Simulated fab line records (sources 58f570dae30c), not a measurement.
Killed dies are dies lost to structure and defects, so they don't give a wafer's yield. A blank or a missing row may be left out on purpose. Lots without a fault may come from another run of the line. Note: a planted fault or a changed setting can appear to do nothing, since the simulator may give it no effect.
The tool behind it: which one? :: flow berkeleyCmos170 :: 21 wafers from 7 lots sampled at 2 of the route's 331 steps

## WHAT THE GAUGES SHOWED, per wafer
UCB170_V1_BOW_MEAS_03.
lot: L342
measured: day 7 11:08
on: filmMetro-04
V1_BOW (um): 18 30 27

lot: L344
measured: day 8 00:04
on: filmMetro-03
V1_BOW (um): 14 22 18

lot: L347
measured: day 8 10:01
on: filmMetro-01
V1_BOW (um): 32 16 18

lot: L349
measured: day 9 10:37
on: filmMetro-01
V1_BOW (um): 29 1 6

lot: L353
measured: day 9 20:10
on: filmMetro-03
V1_BOW (um): 30 14 21

lot: L357
measured: day 10 18:41
on: filmMetro-01
V1_BOW (um): 36 25 18

lot: L361
measured: day 11 12:31
on: filmMetro-04
V1_BOW (um): 29 15 20

## EACH LOT AND THE TOOL THAT RAN IT (in order: tool; ch and the chambers of the sampled wafers; start)
lot: L342
UCB170_NWELL_CLEAN_17: wetBench-02 ch 3, day 2 16:49

lot: L344
UCB170_NWELL_CLEAN_17: wetBench-02 ch 0, day 3 01:25

lot: L347
UCB170_NWELL_CLEAN_17: wetBench-04 ch 3, day 3 18:25

lot: L349
UCB170_NWELL_CLEAN_17: wetBench-02 ch 0, day 4 06:35

lot: L353
UCB170_NWELL_CLEAN_17: wetBench-02 ch 0, day 4 16:05

lot: L357
UCB170_NWELL_CLEAN_17: wetBench-04 ch 2, day 5 14:50

lot: L361
UCB170_NWELL_CLEAN_17: wetBench-04 ch 3, day 6 11:04
- UCB170_NWELL_CLEAN_17: cleans in SPM, time 600 s.

## THE ANSWER, worked out from the rows above alone
Rule: the usual values come from the lots themselves. The widest of any qualifying gaps counts: lots, ordered by their means at a reading, are off when they make up no more than a third of the lots, leave a main group of 4 or more, and stand apart from it by 3 or more times the standard deviation of that group's means. The tables above print the reading to a certain number of digits; a main group whose means all agree to those digits is not used. A lot without any number at a reading at which 4 lots or more have one is off too. All remaining lots with rows at the step are treated as sound.
Nothing can be told from this: no lot is off at any reading shown.

## WHAT HAD BEEN PUT IN BY THE SIMULATOR
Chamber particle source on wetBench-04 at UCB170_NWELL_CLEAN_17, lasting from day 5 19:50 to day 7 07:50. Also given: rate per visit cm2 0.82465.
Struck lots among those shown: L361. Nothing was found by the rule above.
